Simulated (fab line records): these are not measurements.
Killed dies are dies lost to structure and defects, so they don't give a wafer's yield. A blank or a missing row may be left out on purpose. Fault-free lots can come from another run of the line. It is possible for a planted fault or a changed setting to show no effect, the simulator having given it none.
A struck lot beside a sound one | flow ritCmos | 15 steps out of a route of 202
Sound: these wafers, L248.3, L248.5, L248.6. Wafers L252.1, L252.2, L252.3 were the ones struck. At the end, the cause is stated.
For every step that has rows: the tool of each side, followed by ch and its chambers, followed by its first start. Under that, the readings that differ: sound wafers | struck wafers | difference of the means | sigmas: that difference in standard deviations of wafers without a fault.
alike: words and numbers the same on both sides, and readings whose means are apart by under 2 such deviations; not compared: readings that were withheld, readings missing a value for some wafer, numbers with overlapping values and no deviation given by the record, and bounds like >300 which may hide the same value.
The two part at a step that has a row with sigmas, a row that says differs or no value, or rows on one side only. Numbers that don't overlap but have no deviation are shown without sigmas and don't part them. A reading missing from all wafers of one side parts the sides only when that side holds two or more wafers.

first, 4 steps without rows for these wafers: RIT_NWELL_SOFTBAKE_02 (time 60 s); RIT_NWELL_EXPOSE_03 (exposes mask M2, target cd 43900 nm); RIT_NWELL_PEB_04; RIT_NWELL_DEVELOP_05 (develop time 68 s).
RIT_NWELL_OVL_MEAS_06:
  sound: overlay-01 at day 3 22:51; struck: overlay-01 at day 4 14:59
  alike: NWELL_OVL
then, 2 steps without rows for these wafers: RIT_NWELL_HARDBAKE_07 (time 120 s); RIT_NWELL_IMPLANT_08.
RIT_NWELL_STRIP_09: strips in O2, time 180 s.
  sound on plasmaAsher-02 ch 0,1, day 3 23:20; struck on plasmaAsher-01 ch 0,1, day 4 15:26
  alike: chamberPressureMTorr, drypumpMotorCurrentA
  not compared: rfHoursCounterH
RIT_NWELL_TW_MEAS_10:
  sound: filmMetro-01 at day 3 23:28; struck: filmMetro-04 at day 4 15:37
  alike: NWELL_TW
then, 3 steps without rows for these wafers: RIT_PWELL_HMDS_00 (prime time 60 s); RIT_PWELL_COAT_01 (resist thk 1300 nm); RIT_PWELL_SOFTBAKE_02 (time 60 s).
RIT_PWELL_EXPOSE_03: exposes mask M3, target cd 43700 nm.
  sound on ilineStepper-02 ch 0, day 4 00:00; struck on ilineStepper-02 ch 0, day 4 16:07
reading                     | sound             | struck            | difference | sigmas
model.PWELL.overlayXNm (nm) | -1.37 -1.37 -1.37 | 1.343 1.343 1.343 | +2.713     | 
  alike: mask, exposureDoseMJCm2, reticleTempC
then, 1 step without rows for these wafers: RIT_PWELL_PEB_04.
RIT_M1_PROBE_99:
  sound: prober-02 at day 5 13:29; struck: prober-02 at day 6 05:34
  alike: killedAtFrontEnd, killedDies, killedOpen, killedShort

## WHERE THEY PART
Nowhere in this record.

WHY: what had been put in by the simulator
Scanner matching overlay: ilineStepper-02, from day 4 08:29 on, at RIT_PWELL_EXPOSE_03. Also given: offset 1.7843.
